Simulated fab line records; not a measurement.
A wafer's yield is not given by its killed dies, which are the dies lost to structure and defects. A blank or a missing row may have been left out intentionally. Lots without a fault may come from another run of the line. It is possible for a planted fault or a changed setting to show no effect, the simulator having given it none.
Which tool is to blame? + flow ritCmos + 6 lots, 18 wafers sampled, at 2 steps of a route of 202

WHAT THE GAUGES SHOWED, per wafer
RIT_SPACER_THK_MEAS_04.
| lot  | measured    | on           | SPACER_NITRIDE_THK (nm) |
|------|-------------|--------------|-------------------------|
| L927 | day 3 10:43 | filmMetro-04 | 247.6 245.9 246.0       |
| L930 | day 3 23:23 | filmMetro-02 | 245.0 247.8 242.0       |
| L933 | day 4 14:32 | filmMetro-04 | 250.4 248.8 249.4       |
| L935 | day 4 23:57 | filmMetro-02 | 253.2 252.3 251.1       |
| L937 | day 5 09:02 | filmMetro-01 | 247.4 246.9 248.2       |
| L939 | day 5 19:59 | filmMetro-02 | 250.9 250.8 249.4       |

WHAT TOOL EACH LOT RAN ON (gives the tool, then ch and the chambers of the sampled wafers, and finally the start)
| lot  | RIT_SPACER_CVD_03          |
|------|----------------------------|
| L927 | lpcvd-01 ch 0, day 3 08:47 |
| L930 | lpcvd-01 ch 0, day 3 21:28 |
| L933 | lpcvd-01 ch 1, day 4 12:37 |
| L935 | lpcvd-02 ch 1, day 4 22:02 |
| L937 | lpcvd-01 ch 0, day 5 07:07 |
| L939 | lpcvd-02 ch 0, day 5 18:04 |
- RIT_SPACER_CVD_03: deposits Si3N4 from SiH2Cl2/NH3, target thk 250 nm, time 3300 s.

THE ANSWER, worked out from the rows above alone
Rule: the lots themselves supply what counts as usual. Put in order of their means at a reading, lots are off if they are a third of the lots or fewer, leave a main group of 4 or more, and stand apart from it by a gap of 3 or more times the standard deviation of the main group's means; of several such gaps the widest counts. A main group whose means are all the same, to the digits that the tables above print for the reading, isn't used. Also off: a lot with no number at a reading for which 4 or more lots have one. Any other lot the step has rows for is counted as sound.
Across all readings shown, no lot is off: no conclusion can be drawn from this.

WHAT HAD BEEN PUT IN BY THE SIMULATOR
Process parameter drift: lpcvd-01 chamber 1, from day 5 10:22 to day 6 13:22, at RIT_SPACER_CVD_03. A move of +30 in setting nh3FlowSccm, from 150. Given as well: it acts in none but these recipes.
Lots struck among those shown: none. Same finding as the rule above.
